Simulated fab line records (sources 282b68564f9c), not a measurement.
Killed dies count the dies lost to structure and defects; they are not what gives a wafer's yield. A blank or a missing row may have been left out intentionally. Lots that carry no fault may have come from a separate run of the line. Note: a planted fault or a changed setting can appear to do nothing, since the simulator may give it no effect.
Which tool did it?    flow ritCmos    7 lots with 21 wafers sampled at 2 steps, on a route of 202 steps

== WHAT THE GAUGES READ, wafer by wafer ==
RIT_NRETRO_TW_MEAS_10.
lot   measured     on            NRETRO_TW
L670  day 2 10:25  filmMetro-04  1045 1044 1046
L676  day 3 17:37  filmMetro-01  1027 1023 1029
L679  day 4 07:37  filmMetro-01  1030 1028 1028
L683  day 5 06:23  filmMetro-04  1042 1045 1050
L686  day 5 18:34  filmMetro-04  1048 1047 1044
L690  day 6 17:05  filmMetro-04  1039 1043 1040
L692  day 7 01:55  filmMetro-01  1040 1050 1050

== WHICH TOOL RAN EACH LOT (tool, then ch and the chambers of the sampled wafers, then the start) ==
lot   RIT_NRETRO_IMPLANT_08
L670  implanter-03 ch 0, day 2 10:05
L676  implanter-03 ch 0, day 3 17:19
L679  implanter-03 ch 0, day 4 07:17
L683  implanter-02 ch 0, day 5 06:06
L686  implanter-02 ch 0, day 5 18:15
L690  implanter-02 ch 0, day 6 16:46
L692  implanter-03 ch 0, day 7 01:38
- RIT_NRETRO_IMPLANT_08

== THE ANSWER, worked out from the rows above alone ==
Rule: what is usual is taken from the lots themselves. Put in order of their means at a reading, lots are off if they are a third of the lots or fewer, leave a main group of 4 or more, and stand apart from it by a gap of 3 or more times the standard deviation of the main group's means; of several such gaps the widest counts. The tables above print the reading to a certain number of digits; a main group whose means all agree to those digits is not used. Also off: a lot with no number at a reading for which 4 or more lots have one. The other lots that the step has rows for count as sound.
Off: L676, L679, seen at RIT_NRETRO_TW_MEAS_10 (NRETRO_TW). The main group has a mean of 1045 with a standard deviation of 2.2.
A tool fits if, at a process step before that reading, it ran every lot that is off, and no sound lot after the first of them. The gauges at RIT_NRETRO_TW_MEAS_10 are tried like those tools. None of those tried fits.

== WHAT THE SIMULATOR HAD PUT IN ==
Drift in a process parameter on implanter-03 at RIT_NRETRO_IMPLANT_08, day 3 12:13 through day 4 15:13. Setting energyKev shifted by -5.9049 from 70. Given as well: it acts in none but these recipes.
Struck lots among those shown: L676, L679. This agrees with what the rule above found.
